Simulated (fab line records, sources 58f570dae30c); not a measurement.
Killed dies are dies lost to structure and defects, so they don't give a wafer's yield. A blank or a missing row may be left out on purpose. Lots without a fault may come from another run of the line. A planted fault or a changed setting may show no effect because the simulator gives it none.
One fault seen from 2 desks | flow berkeley_cmos170 | each desk has only its own numbers; what lay behind them comes last

THE METROLOGY DESK
What the gauges read, lot by lot, whatever tool the lot ran on: means of the sampled wafers that have a number. A lot is out of limits, marked OUT, if its mean lies more than 4 standard deviations from the usual mean; the brackets give that distance.
Columns: A = cd_nm at UCB170_M2_CD_MEAS_90, usual 699 nm; B = V2_TEOS_THK at UCB170_V2_THK_MEAS_01, usual 2004 nm; C = V2_BOW at UCB170_V2_BOW_MEAS_03, usual 37 um; D = V2_POLISHED_THK at UCB170_V2_THK_MEAS_04, usual 990.7 nm
lot  | first seen here | A   | B    | C  | D
L860 | day 8 11:40     | 699 | 1999 | 30 | 990.6
L864 | day 8 23:35     | 699 | 1981 | 36 | 990.0
L868 | day 9 23:14     | 695 | 2012 | 34 | 992.2
L870 | day 10 15:06    | 701 | 1973 | 38 | 991.0
L880 | day 12 08:13    | 699 | 1985 | 42 | 990.2
This desk's finding: nothing out of limits on any of the 5 lots.

THE TOOL OWNER'S DESK: krf_scanner-01
The tool's own readings at UCB170_V2_EXPOSE_09 (exposes mask VIA2, target cd 700 nm): means of the sampled wafers that have a number, for each lot that ran on this tool. A lot is out of limits, marked OUT, if its mean lies more than 4 standard deviations from the usual mean; the brackets give that distance.
Columns: A = exposure_dose_mJ_cm2 at UCB170_V2_EXPOSE_09, usual 36.99; B = reticle_temp_C at UCB170_V2_EXPOSE_09, usual 22.99 C
lot  | first seen here | A                | B
L860 | day 8 13:37     | 37.03            | 22.92
L864 | day 9 01:17     | 36.99            | 23.03
L870 | day 10 16:59    | 36.84 (-4.7) OUT | 23.05
This desk's finding: out of limits on L870; first on L870, day 10 16:59 (exposure_dose_mJ_cm2 at UCB170_V2_EXPOSE_09). In limits: L860, L864.

PUT TOGETHER
The tool owner's desk could have raised an alarm at day 10 16:59, on L870.
The metrology desk saw nothing out of limits.
The metrology desk has L870 on record, within its limits.
Of the lots named, all ran UCB170_V2_EXPOSE_09 on krf_scanner-01.

WHAT THE SIMULATOR HAD PUT IN
Process parameter drift: krf_scanner-01, from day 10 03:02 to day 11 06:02, at UCB170_V2_EXPOSE_09. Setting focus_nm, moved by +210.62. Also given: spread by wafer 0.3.
Lots struck among those shown: L870.
Hours from the fault's start to each desk's first reading out of limits: the tool owner's desk, 14.
